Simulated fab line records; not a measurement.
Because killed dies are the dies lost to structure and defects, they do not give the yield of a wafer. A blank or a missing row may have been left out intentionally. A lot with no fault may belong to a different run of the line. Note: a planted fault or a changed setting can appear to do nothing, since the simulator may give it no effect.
The tool behind it: which one? / flow rit-cmos / 7 lots with 21 wafers sampled at 2 steps, on a route of 202 steps

## WHAT THE GAUGES READ, wafer by wafer
RIT_GATE_CD_MEAS_16 targets a cd of 150 nm.
lot=L802; measured=day 3 04:47; on=cd-sem-01; cd-nm (nm)=153.2 153.8 152.2
lot=L804; measured=day 3 13:05; on=cd-sem-02; cd-nm (nm)=145.2 143.5 144.9
lot=L806; measured=day 3 23:32; on=cd-sem-02; cd-nm (nm)=148.2 146.1 145.9
lot=L811; measured=day 5 00:13; on=cd-sem-01; cd-nm (nm)=116.9 114.3 114.5
lot=L814; measured=day 5 15:54; on=cd-sem-02; cd-nm (nm)=127.9 128.6 125.8
lot=L817; measured=day 6 07:07; on=cd-sem-01; cd-nm (nm)=150.5 149.2 149.6
lot=L820; measured=day 6 22:18; on=cd-sem-02; cd-nm (nm)=148.2 147.6 149.2

## EACH LOT AND THE TOOL THAT RAN IT (in order: tool; ch and the chambers of the sampled wafers; start)
lot=L802; RIT_GATE_EXPOSE_13=iline-stepper-02 ch 0, day 3 04:23
lot=L804; RIT_GATE_EXPOSE_13=iline-stepper-01 ch 0, day 3 12:35
lot=L806; RIT_GATE_EXPOSE_13=iline-stepper-02 ch 0, day 3 23:08
lot=L811; RIT_GATE_EXPOSE_13=iline-stepper-02 ch 0, day 4 23:49
lot=L814; RIT_GATE_EXPOSE_13=iline-stepper-02 ch 0, day 5 15:30
lot=L817; RIT_GATE_EXPOSE_13=iline-stepper-01 ch 0, day 6 06:43
lot=L820; RIT_GATE_EXPOSE_13=iline-stepper-01 ch 0, day 6 21:54
- RIT_GATE_EXPOSE_13: exposes mask M6, target cd 150 nm.

## THE ANSWER, worked out from the rows above alone
Rule: what is usual is taken from the lots themselves. The widest of any qualifying gaps counts: lots, ordered by their means at a reading, are off when they make up no more than a third of the lots, leave a main group of 4 or more, and stand apart from it by 3 or more times the standard deviation of that group's means. The tables above print the reading to a certain number of digits; a main group whose means all agree to those digits is not used. Also off: a lot with no number at a reading for which 4 or more lots have one. Any other lot the step has rows for is counted as sound.
Off at RIT_GATE_CD_MEAS_16 (cd-nm): L811, L814. For the main group the mean is 148.5 nm and the standard deviation 2.9.
A tool fits if, at a process step before that reading, it ran every lot that is off, and no sound lot after the first of them. Those tools and the gauges at RIT_GATE_CD_MEAS_16 are tried in the same way. One fits: iline-stepper-02 at RIT_GATE_EXPOSE_13. Its last sound lot is L806 (day 3 23:08), its first lot that is off L811 (day 4 23:49): a fault that began between those two fits.

## WHAT THE SIMULATOR HAD PUT IN
Process parameter drift: iline-stepper-02, from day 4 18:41 on, at RIT_GATE_EXPOSE_13. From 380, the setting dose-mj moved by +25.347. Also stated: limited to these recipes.
Lots struck among those shown: L811, L814. The rule above found the same.
